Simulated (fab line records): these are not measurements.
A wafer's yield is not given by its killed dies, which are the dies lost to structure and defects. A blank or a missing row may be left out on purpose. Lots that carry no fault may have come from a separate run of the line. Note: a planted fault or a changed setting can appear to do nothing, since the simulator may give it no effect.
Lot-split experiment -- flow rit-cmos -- route with 202 steps; 5 lots, 23 wafers read

## THE SPLIT ITSELF
At RIT_NRETRO_COAT_01 (resist thk 1300 nm), the setting resist-thk-nm was moved away from the recipe's 1300 nm on 10 of the 23 wafers read, by +2.3% to +4.7%. This setting was run at the recipe's value on the other wafers.

The split's own step is where the reading is taken.

## THE READING
NOVOLAK_of_NRETRO_COAT_01.thk-nm (the simulator's own value, which no gauge read), in nm, at RIT_NRETRO_COAT_01 (resist thk 1300 nm). There is no usual value for it anywhere in the file. Here, 13 wafers ran the recipe; their average is 1297 nm with a standard deviation of 2.2 nm.

wafer,"tool, chamber at the split","resist-thk-nm as run, nm",against the recipe,"NOVOLAK_of_NRETRO_COAT_01.thk-nm, nm",against lot-mates on the recipe
L074.1,"litho-track-03, 0",1332,+2.5%,1328,+32
L074.3,"litho-track-03, 0",1300,recipe,1297,-
L074.4,"litho-track-03, 0",1332,+2.5%,1326,+30
L074.5,"litho-track-03, 0",1332,+2.5%,1329,+33
L074.6,"litho-track-03, 0",1300,recipe,1295,-
L076.1,"litho-track-01, 0",1330,+2.3%,1321,+26
L076.2,"litho-track-01, 0",1300,recipe,1295,-
L076.6,"litho-track-01, 0",1300,recipe,1295,-
L076.4,"litho-track-01, 0",1300,recipe,1294,-
L076.5,"litho-track-01, 0",1330,+2.3%,1323,+28
L078.1,"litho-track-02, 0",1300,recipe,1295,-
L078.4,"litho-track-02, 0",1300,recipe,1299,-
L078.6,"litho-track-02, 0",1300,recipe,1300,-
L083.1,"litho-track-03, 0",1354,+4.2%,1354,+54
L083.2,"litho-track-03, 0",1300,recipe,1301,-
L083.4,"litho-track-03, 0",1354,+4.2%,1355,+55
L083.5,"litho-track-03, 0",1354,+4.2%,1350,+50
L083.6,"litho-track-03, 0",1300,recipe,1299,-
L085.1,"litho-track-01, 0",1300,recipe,1298,-
L085.2,"litho-track-01, 0",1300,recipe,1295,-
L085.3,"litho-track-01, 0",1300,recipe,1297,-
L085.4,"litho-track-01, 0",1361,+4.7%,1362,+65
L085.5,"litho-track-01, 0",1361,+4.7%,1356,+59

THE FIT
A straight line over all 23 wafers: NOVOLAK_of_NRETRO_COAT_01.thk-nm changes by +13.2 nm for each +1% of resist-thk-nm; r = +0.99; the points scatter about the line by 2.8 nm.
The same after taking each lot's own level away (the mean of its wafers on the recipe; 23 wafers): +12.9 nm for each +1%; r = +1.00; scatter 2 nm.
Per that fit: largest resist-thk-nm move, reading shift of 61 nm.
Across the lots, their own levels run from 1294.7 to 1300.0 nm, a range of 2.4 times the standard deviation given above.
Consequently the slope shifts little with the lot-to-lot level, the two slopes agreeing.
Check: for one of the wafers moved furthest among these (+4.7%), held out of the fit, the line's prediction against its lot-mates is +59.4 nm. It came out at +65.3 nm against them.

## FURTHER SPLITS ON THESE WAFERS
Note: prior to the reading, these wafers also went through further splits. Each is held against what the fit with the lots' levels taken away leaves over:
other split on the same wafers,wafers away from the commonest value,r with NOVOLAK_of_NRETRO_COAT_01.thk-nm (lot level and that fit taken away)
RIT_ACTIVE_OXIDATION_01 temp-c,15,-0.25
RIT_ACTIVE_DEVELOP_10 dev-temp-c,5,+0.18
RIT_FOX2_OXIDATION_00 ox-time-s,10,+0.11
RIT_NWELL_IMPLANT_08 dose-cm2,6,-0.01
RIT_PWELL_IMPLANT_08 energy-kev,6,+0.08

## THE FILE'S OWN FIT
NOVOLAK_of_NRETRO_COAT_01.thk-nm changes by +12.9 nm for each +1% of resist-thk-nm, r = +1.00.
